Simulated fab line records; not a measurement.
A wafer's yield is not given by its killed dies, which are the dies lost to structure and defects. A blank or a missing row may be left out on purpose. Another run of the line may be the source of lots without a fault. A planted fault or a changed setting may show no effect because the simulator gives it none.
Comparing a struck lot with a sound one / flow berkeleyCmos170 / 16 steps out of a route of 331
Sound: these wafers, L153.1, L153.2, L153.3. Wafers L164.2, L164.4, L164.5 were the ones struck. At the end, the cause is stated.
At each step with rows: each side's tool, then ch and its chambers, then its first start. Under that, the readings that differ: sound wafers / struck wafers / difference of the means / sigmas: that difference in standard deviations of wafers without a fault.
alike: same words and numbers on both sides, and readings whose means sit less than 2 such deviations apart. not compared: any withheld reading, any reading some wafer has no value for, any bound like >300 that may hide the same value, and any number with overlapping values for which the record gives no deviation.
A row with sigmas, a row that says differs or no value, or rows on one side alone: a step with any of these is where the two part. Numbers that don't overlap but have no deviation are shown without sigmas and don't part them. A reading missing from all wafers of one side parts the sides only when that side holds two or more wafers.

UCB170_ACTIVE_OVL_MEAS_14:
  sound on overlay-02 at day 4 12:58; struck on overlay-01 at day 6 20:53
  alike: ACTIVE_OVL
UCB170_ACTIVE_ETCH_15: etches Si3N4 in CH3F/Ar/O2, stops on SiO2, target depth 242 nm, time 151 s.
  sound on rieDiel-03 ch 0,2,3, day 4 12:59; struck on rieDiel-03 ch 0,2, day 6 20:55
  alike: drypumpMotorCurrentA, oesProductAu, throttleValvePct
  not compared: rfHoursCounterH
UCB170_ACTIVE_STRIP_16: strips in O2.
  sound on plasmaAsher-04 ch 0,1, day 4 13:05; struck on plasmaAsher-04 ch 1, day 6 21:01
  alike: drypumpMotorCurrentA, oesProductAu, stripTimeToEndpointS
  not compared: rfHoursCounterH
UCB170_ACTIVE_CD_MEAS_90 targets a cd of 1200 nm.
  sound on cdSem-02 at day 4 13:12; struck on cdSem-01 at day 6 21:08
  alike: cdNm
then, 7 steps without rows for these wafers: UCB170_ACTIVE_CLEAN_17 (cleans in SPM, time 600 s); UCB170_PFIELD_HMDS_00 (prime time 60 s); UCB170_PFIELD_COAT_01 (resist thk 900 nm); UCB170_PFIELD_SOFTBAKE_02 (time 60 s); UCB170_PFIELD_EXPOSE_03 (exposes mask PFIELD, target cd 1500 nm); UCB170_PFIELD_PEB_04; UCB170_PFIELD_DEVELOP_05 (develop time 45 s).
UCB170_PFIELD_OVL_MEAS_06:
  sound on overlay-02 at day 4 16:20; struck on overlay-02 at day 7 00:49
  alike: PFIELD_OVL
UCB170_PFIELD_IMPLANT_07:
  sound on implanter-04 ch 0, day 4 16:22; struck on implanter-04 ch 0, day 7 01:12
  alike: beamEnergyKeV
UCB170_PFIELD_STRIP_08: strips in O2.
  sound on plasmaAsher-02 ch 0,1, day 4 16:31; struck on plasmaAsher-02 ch 0,1, day 7 01:19
reading=stripTimeToEndpointS (s); sound=21.71 21.69 21.70; struck=21.54 21.57 21.49; difference=-0.17; sigmas=-3
  alike: drypumpMotorCurrentA, oesProductAu
  not compared: rfHoursCounterH
UCB170_PFIELD_TW_MEAS_09:
  sound on filmMetro-01 at day 4 16:37; struck on filmMetro-01 at day 7 01:40
reading=PFIELD_TW; sound=600 604 601; struck=751 746 753; difference=+148; sigmas=+49
following that, these wafers have no rows for 1 step: UCB170_M3_PROBE_99.

WHERE THEY PART
At UCB170_PFIELD_STRIP_08 first; at UCB170_PFIELD_TW_MEAS_09 last (within this record only).

WHY: the cause the simulator had injected
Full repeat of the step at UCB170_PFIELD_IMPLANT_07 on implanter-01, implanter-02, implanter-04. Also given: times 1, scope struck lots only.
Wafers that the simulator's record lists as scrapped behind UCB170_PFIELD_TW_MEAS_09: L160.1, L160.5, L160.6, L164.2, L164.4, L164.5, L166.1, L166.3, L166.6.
